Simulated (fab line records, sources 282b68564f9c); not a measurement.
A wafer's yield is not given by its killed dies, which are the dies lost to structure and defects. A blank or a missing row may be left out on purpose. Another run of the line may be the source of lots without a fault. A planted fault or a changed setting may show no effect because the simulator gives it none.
fab line records	flow ritCmos
record: lots: 6	wafers: 18	lastDay: 7
route steps=202 shown REOX@99 NLDD@103 PLDD@114 SPACER@125 NSD@131 M1@202
lots with no fault: from the same line, run without faults
startH: hours from the record's first day to the start of the lot's first wafer shown	waitH: hours elapsed since this lot's preceding step	" repeats the value in the row above	L1.1+2: a single row standing in for several wafers	- no value present, or no start provided	* or withheld: withheld	< > ~ a bound
route shown NAME@n: NAME is a module with steps in the file, n the number in the route of the first one	usual: mean/standard deviation taken from wafers without a fault	same: alike in all rows	chamber/n: place in a boat	sites: each site's reading	_std_site: the standard deviation of these	_edge_site: the outer-site mean with the inner-site mean subtracted	radiusMm: for every site, how far away it sits from the centre of the wafer	mask NAME#n: copy n	behind: the most recent tool/chamber to have shaped the wafer	hold: reason for holding the lot/hours on hold/outcome of the hold	device: the n, p or np transistor that did not switch	end of line: the tests these same wafers got at the end of their route	step lacking rows: just its recipe	killed: the dies lost at the first sort to structure and to defects; this is not the yield of the wafer	map: shows each die of a wafer: x if killed, . if not, _ if none is there
set.NAME: setting as actually run; set.NAME@STEP: the setting as run at that earlier step	model.NAME: the simulator's own value behind a step, which no gauge read
lots at some steps of the route; a table a step, a row a wafer
services: a tool's chamber out of use, with start hour (startH, from the record's first day; less than 0 if before it), hours out, and reason
== steps ==
step: RIT_REOX_CLEAN_01
recipe: chemistry: dHF	dilution: 50:1	timeS: 30
step: RIT_REOX_CLEAN_02
recipe: chemistry: SC2	mix: 3:3:50	timeS: 600	tempC: 75	dry: n2Spin
step: RIT_REOX_OXIDATION_03
recipe: tempC: 900	ambient: O2	targetThkA: 252	oxTimeS: 5580
step: RIT_REOX_THK_MEAS_04
recipe: reads: SiO2_of_REOX_OXIDATION_03
usual: REOX_OXIDE_THK: 24.9/0.53
lot.wafer	tool	chamber	startH	waitH	REOX_OXIDE_THK[nm]
L377.4	filmMetro-04	-	52.21	0.0	24.9
L377.5	"	-	"	"	24.3
L377.6	"	-	"	"	24.8
L383.2	filmMetro-01	-	85.94	0.0	24.0
L383.3	"	-	"	"	23.7
L383.6	"	-	"	"	24.5
L385.2	filmMetro-04	-	92.71	0.0	25.1
L385.4	"	-	"	"	24.8
L385.6	"	-	"	"	25.1
L388.1	filmMetro-04	-	108.50	0.0	24.7
L388.3	"	-	"	"	24.6
L388.6	"	-	"	"	24.4
L393.1	filmMetro-01	-	132.99	0.0	24.8
L393.2	"	-	"	"	25.3
L393.6	"	-	"	"	25.1
L398.3	filmMetro-04	-	154.98	0.0	25.1
L398.4	"	-	"	"	25.0
L398.5	"	-	"	"	24.9
step: RIT_NLDD_HMDS_00
recipe: primeTimeS: 60	primeTempC: 140
step: RIT_NLDD_COAT_01
recipe: resist: NOVOLAK	spinRpm: 3299	resistThkNm: 1000
step: RIT_NLDD_SOFTBAKE_02
recipe: resist: NOVOLAK	tempC: 90	timeS: 60
step: RIT_NLDD_EXPOSE_03
recipe: maskId: M7	na: 0.57	targetCdNm: 40700	doseMj: 250
step: RIT_NLDD_PEB_04
recipe: resist: NOVOLAK	tempC: withheld	timeS: withheld
step: RIT_NLDD_DEVELOP_05
recipe: resist: NOVOLAK	developTimeS: 51.21	devTempC: 23
step: RIT_NLDD_OVL_MEAS_06
usual: NLDD_OVL: 1.3/1.4
lot.wafer	tool	chamber	startH	waitH	NLDD_OVL[nm]
L377.4	overlay-02	-	53.11	-	0.4
L377.5	"	-	"	"	1.2
L377.6	"	-	"	"	-2.0
L383.2	overlay-01	-	86.85	-	0.9
L383.3	"	-	"	"	1.4
L383.6	"	-	"	"	-1.4
L385.2	overlay-02	-	93.74	-	2.1
L385.4	"	-	"	"	1.3
L385.6	"	-	"	"	2.3
L388.1	overlay-02	-	109.65	-	1.2
L388.3	"	-	"	"	0.5
L388.6	"	-	"	"	0.6
L393.1	overlay-01	-	134.02	-	2.5
L393.2	"	-	"	"	-0.3
L393.6	"	-	"	"	2.5
L398.3	overlay-02	-	155.99	-	0.9
L398.4	"	-	"	"	-1.5
L398.5	"	-	"	"	1.0
step: RIT_NLDD_HARDBAKE_07
recipe: resist: NOVOLAK	tempC: 140	timeS: 60
step: RIT_NLDD_IMPLANT_08
recipe: species: P	energyKev: 20	doseCm2: 5e+14	tiltDeg: 7
usual: doseIonsCm2: 5e+14/5.1e+11	faradayCurrentUA: 1576/32
lot.wafer	tool	chamber	startH	waitH	doseIonsCm2	faradayCurrentUA
L377.4	implanter-02	0	53.35	0.1	4.997e+14	1570
L377.5	"	0	"	"	4.991e+14	1592
L377.6	"	0	"	"	5e+14	1567
L383.2	implanter-04	0	87.05	0.1	4.998e+14	1563
L383.3	"	0	"	"	5.001e+14	1587
L383.6	"	0	"	"	4.993e+14	1590
L385.2	implanter-04	0	94.02	0.1	3.709e+14	1166
L385.4	"	0	"	"	3.705e+14	1151
L385.6	"	0	"	"	3.701e+14	1204
L388.1	implanter-04	0	109.84	0.1	3.705e+14	1180
L388.3	"	0	"	"	3.698e+14	1144
L388.6	"	0	"	"	3.704e+14	1166
L393.1	implanter-01	0	134.21	0.1	5.003e+14	1572
L393.2	"	0	"	"	4.994e+14	1582
L393.6	"	0	"	"	5.002e+14	1538
L398.3	implanter-01	0	156.22	0.1	4.995e+14	1568
L398.4	"	0	"	"	4.985e+14	1589
L398.5	"	0	"	"	5.005e+14	1590
step: RIT_NLDD_STRIP_09
recipe: chemistry: O2	timeS: 180	resist: NOVOLAK	platenTempC: withheld	powerW: 500	pressureMtorr: 4000	o2FlowSccm: 4000
usual: drypumpMotorCurrentA: 5.52/0.28
same: timeS: 180
lot.wafer	tool	chamber	startH	waitH	drypumpMotorCurrentA	rfHoursCounterH
L377.4	plasmaAsher-01	0	53.48	0.1	5.89	-
L377.5	"	1	"	"	4.94	-
L377.6	"	0	"	"	5.90	-
L383.2	plasmaAsher-03	1	87.18	0.1	5.62	34
L383.3	"	0	"	"	5.70	-
L383.6	"	0	"	"	5.71	-
L385.2	plasmaAsher-04	0	94.15	0.1	5.60	27
L385.4	"	1	"	"	5.42	-
L385.6	"	1	"	"	5.43	-
L388.1	plasmaAsher-03	1	109.99	0.1	5.61	37
L388.3	"	0	"	"	5.69	-
L388.6	"	0	"	"	5.69	-
L393.1	plasmaAsher-03	0	134.36	0.1	5.69	40
L393.2	"	1	"	"	5.59	40
L393.6	"	1	"	"	5.61	-
L398.3	plasmaAsher-04	1	156.39	0.1	5.42	-
L398.4	"	0	"	"	5.60	-
L398.5	"	1	"	"	5.42	-
step: RIT_NLDD_TW_MEAS_10
usual: NLDD_TW: 2478/23
lot.wafer	tool	chamber	startH	waitH	NLDD_TW
L377.4	filmMetro-01	-	53.63	0.1	2495
L377.5	"	-	"	"	2499
L377.6	"	-	"	"	2496
L383.2	filmMetro-04	-	87.36	0.1	2476
L383.3	"	-	"	"	2476
L383.6	"	-	"	"	2484
L385.2	filmMetro-01	-	94.33	0.1	2292
L385.4	"	-	"	"	2308
L385.6	"	-	"	"	2308
L388.1	filmMetro-03	-	110.16	0.1	2258
L388.3	"	-	"	"	2256
L388.6	"	-	"	"	2256
L393.1	filmMetro-03	-	134.53	0.1	2467
L393.2	"	-	"	"	2459
L393.6	"	-	"	"	2463
L398.3	filmMetro-01	-	156.53	0.1	2514
L398.4	"	-	"	"	2496
L398.5	"	-	"	"	2496
step: RIT_PLDD_HMDS_00
recipe: primeTimeS: 60	primeTempC: 140
step: RIT_PLDD_COAT_01
recipe: resist: NOVOLAK	spinRpm: 3250	resistThkNm: 1000
step: RIT_PLDD_SOFTBAKE_02
recipe: resist: NOVOLAK	tempC: 90	timeS: 60
step: RIT_PLDD_EXPOSE_03
recipe: maskId: M8	na: 0.57	targetCdNm: 40900	doseMj: 250
step: RIT_PLDD_PEB_04
recipe: resist: NOVOLAK	tempC: withheld	timeS: withheld
step: RIT_PLDD_DEVELOP_05
recipe: resist: NOVOLAK	developTimeS: 50	devTempC: 23
step: RIT_PLDD_OVL_MEAS_06
usual: PLDD_OVL: 0.3/1.2
lot.wafer	tool	chamber	startH	waitH	PLDD_OVL[nm]
L377.4	overlay-02	-	54.65	-	-0.4
L377.5	"	-	"	"	0.5
L377.6	"	-	"	"	-1.0
L383.2	overlay-02	-	88.27	-	2.7
L383.3	"	-	"	"	-0.5
L383.6	"	-	"	"	0.2
L385.2	overlay-02	-	95.29	-	-1.0
L385.4	"	-	"	"	0.0
L385.6	"	-	"	"	2.6
L388.1	overlay-02	-	111.18	-	1.4
L388.3	"	-	"	"	2.5
L388.6	"	-	"	"	0.3
L393.1	overlay-02	-	135.44	-	2.4
L393.2	"	-	"	"	1.7
L393.6	"	-	"	"	1.9
L398.3	overlay-02	-	157.88	-	-0.6
L398.4	"	-	"	"	1.1
L398.5	"	-	"	"	0.9
step: RIT_PLDD_HARDBAKE_07
recipe: resist: NOVOLAK	tempC: 140	timeS: 60
step: RIT_PLDD_IMPLANT_08
recipe: species: BF2	energyKev: 20	doseCm2: 8.828e+14	tiltDeg: 7
step: RIT_PLDD_STRIP_09
recipe: chemistry: O2	timeS: 180	resist: NOVOLAK	platenTempC: withheld	powerW: 500	pressureMtorr: 4000	o2FlowSccm: 4000
usual: drypumpMotorCurrentA: 5.7/0.47
same: timeS: 180
lot.wafer	tool	chamber	startH	waitH	drypumpMotorCurrentA	rfHoursCounterH
L377.4	plasmaAsher-02	0	55.03	0.1	6.6	-
L377.5	"	1	"	"	5.8	-
L377.6	"	0	"	"	6.5	-
L383.2	plasmaAsher-02	1	88.60	0.1	5.8	50
L383.3	"	0	"	"	6.6	-
L383.6	"	0	"	"	6.5	-
L385.2	plasmaAsher-03	1	95.62	0.1	5.6	35
L385.4	"	1	"	"	5.6	-
L385.6	"	1	"	"	5.6	-
L388.1	plasmaAsher-03	0	111.51	0.1	5.7	37
L388.3	"	1	"	"	5.6	-
L388.6	"	1	"	"	5.6	-
L393.1	plasmaAsher-03	1	135.78	0.1	5.6	40
L393.2	"	0	"	"	5.7	40
L393.6	"	1	"	"	5.6	-
L398.3	plasmaAsher-03	0	158.27	0.1	5.7	-
L398.4	"	1	"	"	5.6	-
L398.5	"	0	"	"	5.7	-
step: RIT_PLDD_TW_MEAS_10
usual: PLDD_TW: 2324/20
lot.wafer	tool	chamber	startH	waitH	PLDD_TW
L377.4	filmMetro-01	-	55.18	0.1	2340
L377.5	"	-	"	"	2342
L377.6	"	-	"	"	2340
L383.2	filmMetro-01	-	88.79	0.1	2356
L383.3	"	-	"	"	2356
L383.6	"	-	"	"	2345
L385.2	filmMetro-01	-	95.80	0.1	2338
L385.4	"	-	"	"	2332
L385.6	"	-	"	"	2342
L388.1	filmMetro-01	-	111.69	0.1	2346
L388.3	"	-	"	"	2342
L388.6	"	-	"	"	2349
L393.1	filmMetro-04	-	135.95	0.1	2315
L393.2	"	-	"	"	2321
L393.6	"	-	"	"	2324
L398.3	filmMetro-04	-	158.40	0.1	2305
L398.4	"	-	"	"	2312
L398.5	"	-	"	"	2312
step: RIT_SPACER_CLEAN_00
recipe: chemistry: SC1	mix: 3:3:50	timeS: 600	tempC: 75
step: RIT_SPACER_CLEAN_01
recipe: chemistry: dHF	dilution: 50:1	timeS: 30
step: RIT_SPACER_CLEAN_02
recipe: chemistry: SC2	mix: 3:3:50	timeS: 600	tempC: 75	dry: n2Spin
step: RIT_SPACER_CVD_03
recipe: material: Si3N4	targetThkNm: 250	tempC: 810	precursor: SiH2Cl2/NH3	timeS: 3300	pressureMtorr: 300	sih2cl2FlowSccm: 60	nh3FlowSccm: 150
step: RIT_SPACER_THK_MEAS_04
recipe: reads: Si3N4_of_SPACER_CVD_03
usual: SPACER_NITRIDE_THK: 250.0/2.3
lot.wafer	tool	chamber	startH	waitH	SPACER_NITRIDE_THK[nm]
L377.4	filmMetro-03	-	57.78	0.0	254.8
L377.5	"	-	"	"	252.7
L377.6	"	-	"	"	249.8
L383.2	filmMetro-03	-	91.16	0.0	245.5
L383.3	"	-	"	"	245.1
L383.6	"	-	"	"	247.1
L385.2	filmMetro-04	-	98.14	0.0	251.5
L385.4	"	-	"	"	250.6
L385.6	"	-	"	"	251.2
L388.1	filmMetro-02	-	114.88	0.0	248.9
L388.3	"	-	"	"	246.2
L388.6	"	-	"	"	247.9
L393.1	filmMetro-02	-	139.43	0.0	248.3
L393.2	"	-	"	"	249.3
L393.6	"	-	"	"	249.7
L398.3	filmMetro-03	-	160.76	0.0	245.2
L398.4	"	-	"	"	245.1
L398.5	"	-	"	"	245.1
step: RIT_SPACER_ETCHBACK_05
recipe: targetDepthA: 2500	SF6_flow_sccm: 30	CHF3_flow_sccm: 30	target: Si3N4	chemistry: SF6/CHF3	pressureMtorr: 40	rfW: 250	timeS: 240	stopOn: SiO2
usual: SF6_flow_sccm: 29.99/0.083	drypumpMotorCurrentA: 5.7/0.52	oesProductAu: 0.848/0.017	throttleValvePct: 10.32/0.12
same: timeS: 240
lot.wafer	tool	chamber	startH	waitH	SF6_flow_sccm	drypumpMotorCurrentA	oesProductAu	rfHoursCounterH	throttleValvePct
L377.4	rieDiel-01	2	57.81	0.0	30.05	5.5	0.883	77	10.10
L377.5	"	0	"	"	29.98	5.9	0.876	-	10.35
L377.6	"	1	"	"	29.90	6.5	0.850	-	10.38
L383.2	rieDiel-04	0	91.21	0.0	30.00	5.1	0.839	61	10.17
L383.3	"	2	"	"	30.11	6.0	0.825	31	10.43
L383.6	"	3	"	"	30.09	5.8	0.814	-	10.28
L385.2	rieDiel-01	2	98.19	0.0	30.01	5.5	0.884	78	10.09
L385.4	"	1	"	"	29.94	6.5	0.847	132	10.37
L385.6	"	2	"	"	29.95	5.5	0.877	-	10.08
L388.1	rieDiel-02	3	114.94	0.1	29.95	5.8	0.840	91	10.27
L388.3	"	1	"	"	29.91	6.1	0.850	92	10.52
L388.6	"	0	"	"	29.95	4.8	0.842	-	10.41
L393.1	rieDiel-02	2	139.49	0.1	30.08	5.6	0.817	0	10.22
L393.2	"	0	"	"	29.90	4.8	0.846	36	10.41
L393.6	"	0	"	"	29.99	4.8	0.837	-	10.40
L398.3	rieDiel-01	2	160.80	0.0	29.87	5.5	0.857	79	10.08
L398.4	"	1	"	"	29.95	6.5	0.846	134	10.35
L398.5	"	2	"	"	30.01	5.5	0.866	-	10.08
step: RIT_NSD_HMDS_00
recipe: primeTimeS: 60	primeTempC: 140
step: RIT_NSD_COAT_01
recipe: resist: NOVOLAK	spinRpm: 3250	resistThkNm: 1000
step: RIT_NSD_SOFTBAKE_02
recipe: resist: NOVOLAK	tempC: 90	timeS: 60
step: RIT_NSD_EXPOSE_03
recipe: maskId: M9	na: 0.57	targetCdNm: 40700	doseMj: 250
step: RIT_NSD_PEB_04
recipe: resist: NOVOLAK	tempC: withheld	timeS: withheld
step: RIT_NSD_DEVELOP_05
recipe: resist: NOVOLAK	developTimeS: 50	devTempC: 23
step: RIT_NSD_OVL_MEAS_06
usual: NSD_OVL: 0.8/1.4
lot.wafer	tool	chamber	startH	waitH	NSD_OVL[nm]
L377.4	overlay-01	-	58.83	-	2.2
L377.5	"	-	"	"	4.3
L377.6	"	-	"	"	2.8
L383.2	overlay-02	-	92.22	-	1.9
L383.3	"	-	"	"	2.7
L383.6	"	-	"	"	2.2
L385.2	overlay-02	-	99.33	-	1.6
L385.4	"	-	"	"	1.3
L385.6	"	-	"	"	2.3
L388.1	overlay-01	-	116.11	-	1.0
L388.3	"	-	"	"	-1.8
L388.6	"	-	"	"	0.5
L393.1	overlay-02	-	140.49	-	1.9
L393.2	"	-	"	"	1.2
L393.6	"	-	"	"	0.0
L398.3	overlay-01	-	161.94	-	-1.7
L398.4	"	-	"	"	0.5
L398.5	"	-	"	"	-1.0
step: RIT_NSD_HARDBAKE_07
recipe: resist: NOVOLAK	tempC: 140	timeS: 60
step: RIT_NSD_IMPLANT_08
recipe: species: P	energyKev: 25	doseCm2: 1.023e+15	tiltDeg: 7
step: RIT_NSD_STRIP_09
recipe: chemistry: O2	timeS: 180	resist: NOVOLAK	platenTempC: withheld	powerW: 500	pressureMtorr: 4000	o2FlowSccm: 4000
usual: drypumpMotorCurrentA: 5.8/0.38
same: timeS: 180
lot.wafer	tool	chamber	startH	waitH	drypumpMotorCurrentA	rfHoursCounterH
L377.4	plasmaAsher-02	0	59.21	0.1	6.5	-
L377.5	"	0	"	"	6.5	-
L377.6	"	1	"	"	5.8	-
L383.2	plasmaAsher-03	0	92.55	0.1	5.7	35
L383.3	"	1	"	"	5.6	-
L383.6	"	0	"	"	5.7	-
L385.2	plasmaAsher-03	1	99.66	0.1	5.6	36
L385.4	"	1	"	"	5.6	-
L385.6	"	1	"	"	5.6	-
L388.1	plasmaAsher-04	0	116.54	0.1	5.6	29
L388.3	"	1	"	"	5.4	-
L388.6	"	0	"	"	5.6	-
L393.1	plasmaAsher-04	0	140.82	0.1	5.6	32
L393.2	"	1	"	"	5.4	32
L393.6	"	0	"	"	5.6	-
L398.3	plasmaAsher-04	0	162.32	0.1	5.6	-
L398.4	"	1	"	"	5.4	-
L398.5	"	0	"	"	5.6	-
step: RIT_SDANNEAL_RS_MEAS_07
recipe: thkMeasGauge: four-point-probe
usual: NLDD_RS: 151.7/0.59
lot.wafer	tool	chamber	startH	waitH	NLDD_RS[ohm/sq]
L377.4	filmMetro-04	-	61.81	0.1	151.0
L377.5	"	-	"	"	151.7
L377.6	"	-	"	"	151.5
L383.2	filmMetro-01	-	95.24	0.1	151.3
L383.3	"	-	"	"	151.9
L383.6	"	-	"	"	151.6
L385.2	filmMetro-03	-	102.41	0.1	193.8
L385.4	"	-	"	"	194.5
L385.6	"	-	"	"	195.0
L388.1	filmMetro-03	-	118.98	0.1	195.2
L388.3	"	-	"	"	195.4
L388.6	"	-	"	"	194.9
L393.1	filmMetro-03	-	143.56	0.1	151.8
L393.2	"	-	"	"	151.7
L393.6	"	-	"	"	152.5
L398.3	filmMetro-01	-	164.87	0.1	152.1
L398.4	"	-	"	"	152.0
L398.5	"	-	"	"	151.8
step: RIT_M1_PROBE_99
usual: killedAtContacts: 0.1/0.29	killedAtFrontEnd: 7/3	killedDies: 7/3	killedOpen: 3.2/2	killedShort: 3.5/2.1
same: grossDies: 264	killed_at_M0_to_M3: 0	killed_at_M4_up: 0	killedAtBackSide: 0	killedAtOther: 0
lot.wafer	tool	chamber	startH	waitH	killedAtContacts	killedAtFrontEnd	killedDies	killedOpen	killedShort	model.etest.nmos_0p15.rOnOhmUm	model.etest.nmos_0p3.rOnOhmUm	model.etest.nldd.rsOhmSq	model.etest.nmosTurned.driveUaUm	model.etest.nmos_0p15.driveUaUm	model.etest.nldd.lineOhmUm	model.etest.nmos_0p3.driveUaUm	model.etest.nmosNarrow.driveUaUm
L377.4	prober-02	-	70.20	0.2	0	11	11	1	10	1056	2104	377.5	322.9	482.8	117.2	225.5	227.5
L377.5	prober-02	-	70.25	0.2	0	12	12	6	6	1097	2090	365	337.1	492.2	114.3	233.7	234.9
L377.6	prober-02	-	70.30	0.2	0	6	6	3	3	1091	2112	374.1	326	489.1	118.4	232	231.6
L383.2	prober-02	-	102.30	0.1	0	6	6	2	4	1154	2145	364	334.1	472.3	115	232.2	231.7
L383.3	prober-02	-	102.35	0.2	0	5	5	3	2	1125	2111	355.2	343.2	482.8	111.9	237.8	239.3
L383.6	prober-02	-	102.50	0.2	0	7	7	2	5	1146	2134	372.8	318.8	458.7	117	230	232.4
L385.2	prober-02	-	110.54	0.1	0	10	10	4	6	1287	2313	470.7	234	411.1	144.9	214.1	214.1
L385.4	prober-02	-	110.64	0.2	0	10	10	7	3	1291	2331	464.5	236.4	400.1	145.2	209.1	208.4
L385.6	prober-02	-	110.74	0.2	0	9	9	4	5	1307	2331	474.8	234.2	406.3	147.7	217.3	216.4
L388.1	prober-01	-	126.13	0.1	0	6	6	1	5	1309	2340	486.4	230.1	409.5	151.8	210.5	207.9
L388.3	prober-01	-	126.23	0.2	0	9	9	8	1	1310	2333	483.2	233.3	421.7	151.2	215.8	213.3
L388.6	prober-01	-	126.38	0.2	0	9	9	4	5	1285	2339	477.2	238.7	421.9	151.1	213.6	209.8
L393.1	prober-02	-	150.68	0.1	0	4	4	2	2	1086	2132	361.8	332.1	481.3	114.8	226.8	229.1
L393.2	prober-02	-	150.73	0.1	0	8	8	3	5	1094	2148	366.5	319.1	477.9	115.3	226.2	226.7
L393.6	prober-02	-	150.93	0.2	0	5	5	1	4	1088	2126	364.9	325.6	488	115.9	227.3	227.1
L398.3	prober-01	-	173.41	0.2	0	5	5	3	2	1180	2190	380.9	305	452.8	119.2	224.1	224.3
L398.4	prober-01	-	173.46	0.2	0	8	8	4	4	1152	2182	378.4	313.9	461.4	117.8	224.3	228.4
L398.5	prober-01	-	173.51	0.2	1	8	9	3	6	1186	2226	374.2	307.6	456.5	117.1	219.8	222.8
killed by level:class
L377.4 GATE:geometricParticle:short=3 SILICIDE:geometricParticle:short=3 FOX1:geometricParticle:short=1 FOX2:geometricParticle:short=1 REOX:geometricParticle:short=1 SPACER:geometricParticle:short=1 SPACER:geometricParticle:open=1
L377.5 FOX1:geometricParticle:open=2 FOX1:geometricParticle:short=2 GATE:geometricParticle:short=2 REOX:geometricParticle:open=2 GATE:geometricParticle:open=1 REOX:geometricParticle:short=1 SILICIDE:geometricParticle:open=1 SILICIDE:geometricParticle:short=1
L377.6 GATE:geometricParticle:open=3 FOX1:geometricParticle:short=1 GATE:geometricParticle:short=1 REOX:geometricParticle:short=1
L383.2 SPACER:geometricParticle:short=2 FOX1:geometricParticle:open=1 GATE:geometricParticle:short=1 REOX:geometricParticle:open=1 REOX:geometricParticle:short=1
L383.3 SPACER:geometricParticle:open=2 ACTIVE:geometricParticle:short=1 FOX2:geometricParticle:open=1 SPACER:geometricParticle:short=1
L383.6 GATE:geometricParticle:short=3 FOX1:geometricParticle:open=1 FOX2:geometricParticle:open=1 REOX:geometricParticle:short=1 SPACER:geometricParticle:short=1
L385.2 GATE:geometricParticle:short=2 GATE:geometricParticle:open=2 REOX:geometricParticle:short=2 FOX1:geometricParticle:short=1 FOX1:geometricParticle:open=1 SILICIDE:geometricParticle:short=1 SILICIDE:geometricParticle:open=1
L385.4 GATE:geometricParticle:open=5 GATE:geometricParticle:short=2 FOX2:geometricParticle:short=1 REOX:geometricParticle:open=1 SILICIDE:geometricParticle:open=1
L385.6 SILICIDE:geometricParticle:open=2 FOX1:geometricParticle:short=1 FOX2:geometricParticle:short=1 GATE:geometricParticle:open=1 GATE:geometricParticle:short=1 REOX:geometricParticle:open=1 SPACER:geometricParticle:short=1 SILICIDE:geometricParticle:short=1
L388.1 GATE:geometricParticle:short=3 FOX1:geometricParticle:open=1 FOX2:geometricParticle:short=1 SILICIDE:geometricParticle:short=1
L388.3 FOX1:geometricParticle:open=3 SILICIDE:geometricParticle:open=3 GATE:geometricParticle:open=2 SILICIDE:geometricParticle:short=1
L388.6 SILICIDE:geometricParticle:open=3 GATE:geometricParticle:short=2 FOX1:geometricParticle:short=1 FOX2:geometricParticle:short=1 GATE:geometricParticle:open=1 REOX:geometricParticle:short=1
L393.1 SILICIDE:geometricParticle:short=2 FOX1:geometricParticle:open=1 SILICIDE:geometricParticle:open=1
L393.2 GATE:geometricParticle:short=3 SPACER:geometricParticle:short=2 SILICIDE:geometricParticle:open=2 SPACER:geometricParticle:open=1
L393.6 GATE:geometricParticle:short=2 FOX1:geometricParticle:short=1 GATE:geometricParticle:open=1 REOX:geometricParticle:short=1
L398.3 FOX1:geometricParticle:open=1 GATE:geometricParticle:open=1 SPACER:geometricParticle:open=1 SPACER:geometricParticle:short=1 SILICIDE:geometricParticle:short=1
L398.4 GATE:geometricParticle:short=2 GATE:geometricParticle:open=2 FOX2:geometricParticle:open=1 FOX2:geometricParticle:short=1 REOX:geometricParticle:open=1 SPACER:geometricParticle:short=1
L398.5 GATE:geometricParticle:short=4 FOX1:geometricParticle:short=1 FOX2:geometricParticle:short=1 GATE:geometricParticle:open=1 SILICIDE:geometricParticle:open=1 CONTACT:geometricParticle:open=1
== services ==
tool	chamber	startH	hours	kind
plasmaAsher-01	-	29.62	2.8	pm
plasmaAsher-04	-	53.58	5.2	repair
plasmaAsher-03	-	56.99	10.5	repair
rieDiel-01	0	61.01	7.9	repair
implanter-01	-	67.17	1.5	repair
plasmaAsher-04	-	67.21	15.6	pm
implanter-01	-	70.49	13.5	repair
plasmaAsher-04	-	96.40	2.3	repair
rieDiel-02	2	98.12	-	clean
rieDiel-02	2	98.12	21.1	scheduledDown
rieDiel-02	2	98.12	21.1	ventCycle
rieDiel-04	2	103.00	3.8	repair
implanter-04	-	103.32	1.2	repair
plasmaAsher-02	-	108.75	9.0	pm
plasmaAsher-02	0	108.75	9.0	ventCycle
plasmaAsher-02	1	108.75	9.0	ventCycle
plasmaAsher-02	0	117.75	-	clean
plasmaAsher-02	1	117.75	-	clean
plasmaAsher-01	-	129.00	5.6	repair
rieDiel-02	1	132.58	2.4	repair
rieDiel-01	3	135.35	6.4	repair
plasmaAsher-01	-	154.90	2.6	repair
rieDiel-01	-	156.11	0.2	repair
== key ==
firstSign: step: RIT_NLDD_IMPLANT_08	reading: doseIonsCm2	direction: down	sigmas: 99+	usual: 5e+14	struck: 3.704e+14
effect: step: RIT_NLDD_IMPLANT_08	reading: faradayCurrentUA	direction: down	sigmas: 13	usual: 1576	struck: 1169
effect: step: RIT_NLDD_TW_MEAS_10	reading: NLDD_TW	direction: down	sigmas: 8.5	usual: 2478	struck: 2280
effect: step: RIT_SDANNEAL_RS_MEAS_07	reading: NLDD_RS	direction: up	sigmas: 73	usual: 151.7	struck: 194.8
modelEffect: step: RIT_M1_PROBE_99	value: etest.nmos_0p15.rOnOhmUm	without: 1124	struck: 1298
metAt RIT_NLDD_IMPLANT_08
struckWafers L385.2,L385.4,L385.6,L388.1,L388.3,L388.6
testerLeftOut L385,L388
onsetBetween 87.05 94.02
fault: kind: processParameterDrift	tool: implanter-04	chamber: -	onsetH: 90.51	steps: RIT_NLDD_IMPLANT_08	channel: doseCm2	offset: -1.296e+14	shape: step	endH: 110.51	actsIn: theseRecipesOnly	stated: 5e+14
testerLeftOut: of these lots the tester's yield and bins aren't shown, on N5 and GAA mostly nor the transistor test; their killed dies are dies lost to structure and defects alone, not to doping, threshold or leakage, so they don't give the yield
